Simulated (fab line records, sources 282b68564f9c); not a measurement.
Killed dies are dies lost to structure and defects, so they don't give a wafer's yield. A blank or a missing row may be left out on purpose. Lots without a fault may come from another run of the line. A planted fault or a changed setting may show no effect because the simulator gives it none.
Tool commonality check | flow rit_cmos | 14 lots, 42 wafers sampled

WHY IT WAS OPENED
At RIT_GATE_THK_MEAS_07 the reading GATE_OXIDE_THK is flagged on 2 of 14 lots. Wafers without a fault read 3.04 nm, standard deviation 0.063.
Rule: a lot is flagged when every wafer of it that has a number lies more than 4 standard deviations from that mean, or none has a number. The other lots count as sound.

lot  | measured    | on            | GATE_OXIDE_THK (nm), wafer by wafer | flag
L588 | day 2 17:22 | film_metro-03 | 2.99 3.00 3.04                      |
L590 | day 3 04:38 | film_metro-04 | 3.09 3.13 3.05                      |
L591 | day 3 08:55 | film_metro-03 | 2.99 3.00 2.96                      |
L592 | day 3 16:51 | film_metro-04 | 3.09 3.13 3.06                      |
L595 | day 4 06:19 | film_metro-03 | 3.10 3.17 3.11                      |
L596 | day 4 08:57 | film_metro-03 | 3.62 3.65 3.63                      | FLAGGED
L597 | day 4 15:01 | film_metro-03 | 3.59 3.59 3.65                      | FLAGGED
L602 | day 5 11:19 | film_metro-03 | 3.09 3.11 3.07                      |
L604 | day 5 22:29 | film_metro-03 | 3.09 3.08 3.07                      |
L605 | day 5 23:49 | film_metro-03 | 3.07 3.00 3.02                      |
L606 | day 6 09:58 | film_metro-02 | 3.04 3.02 3.04                      |
L607 | day 6 12:32 | film_metro-04 | 3.03 2.95 2.96                      |
L609 | day 7 01:51 | film_metro-04 | 2.96 3.00 3.02                      |
L610 | day 7 02:07 | film_metro-03 | 3.01 3.01 2.99                      |
The numbers of the flagged lots are 3.62 nm on average: +0.58 nm against the usual, or +9 standard deviations.

WHICH TOOL RAN EACH LOT
The record holds 1 process step before the reading, out of a route of 202 steps. In each cell: the tool, then ch and the chambers that the sampled wafers went through, then the start.
lot  | flag    | RIT_GATE_OXIDATION_05
L588 |         | furnace-01 ch 0, day 2 11:10
L590 |         | furnace-04 ch 0, day 3 02:29
L591 |         | furnace-01 ch 0, day 3 06:29
L592 |         | furnace-03 ch 0, day 3 14:54
L595 |         | furnace-01 ch 0, day 4 03:03
L596 | FLAGGED | furnace-01 ch 0, day 4 06:19
L597 | FLAGGED | furnace-01 ch 0, day 4 12:11
L602 |         | furnace-04 ch 0, day 5 08:19
L604 |         | furnace-04 ch 0, day 5 20:58
L605 |         | furnace-03 ch 0, day 5 22:28
L606 |         | furnace-03 ch 0, day 6 08:38
L607 |         | furnace-04 ch 0, day 6 11:13
L609 |         | furnace-04 ch 0, day 6 23:16
L610 |         | furnace-03 ch 0, day 7 00:31
What these steps do:
- RIT_GATE_OXIDATION_05: target thk 3 nm, ox time 270 s.
- RIT_GATE_THK_MEAS_07

FLAGGED OVER TOTAL, TOOL BY TOOL (the gauges that took the reading come last)
step                  | tool          | lots run | flagged | share of the flagged lots | sound lots run after its first flagged lot
RIT_GATE_OXIDATION_05 | furnace-01    | 5        | 2       | all                       | 0
RIT_GATE_OXIDATION_05 | furnace-03    | 4        | 0       | none                      | -
RIT_GATE_OXIDATION_05 | furnace-04    | 5        | 0       | none                      | -
RIT_GATE_THK_MEAS_07  | film_metro-02 | 1        | 0       | none                      | -
RIT_GATE_THK_MEAS_07  | film_metro-03 | 9        | 2       | all                       | 4 (L602,L604,L605,L610)
RIT_GATE_THK_MEAS_07  | film_metro-04 | 4        | 0       | none                      | -

WHAT THE TABLE ALLOWS
2 rows of the table ran every flagged lot: furnace-01 at RIT_GATE_OXIDATION_05, film_metro-03 at RIT_GATE_THK_MEAS_07.
- furnace-01 at RIT_GATE_OXIDATION_05: 2 of its 5 lots flagged. Its last sound lot is L595 (day 4 03:03), its first flagged lot L596 (day 4 06:19): a fault that began between those two fits. Its own readings lie more than 4 standard deviations out on every wafer of the flagged lots: spike_tc_centre_C, spike_tc_load_C, spike_tc_source_C, tube_center_temp_C, tube_center_temp_C_max.
- film_metro-03 at RIT_GATE_THK_MEAS_07: 2 of its 9 lots flagged. Sound lots ran on it after the first flagged one (L602, L604, L605, L610), which a lasting fault on the whole tool wouldn't allow.
One tool is left: furnace-01 at RIT_GATE_OXIDATION_05.

WHAT THE SIMULATOR HAD PUT IN
Process parameter drift: furnace-01, from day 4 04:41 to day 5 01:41, at RIT_GATE_OXIDATION_05. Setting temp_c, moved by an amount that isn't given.
Lots struck among those shown: L596, L597. The rule above found the same.
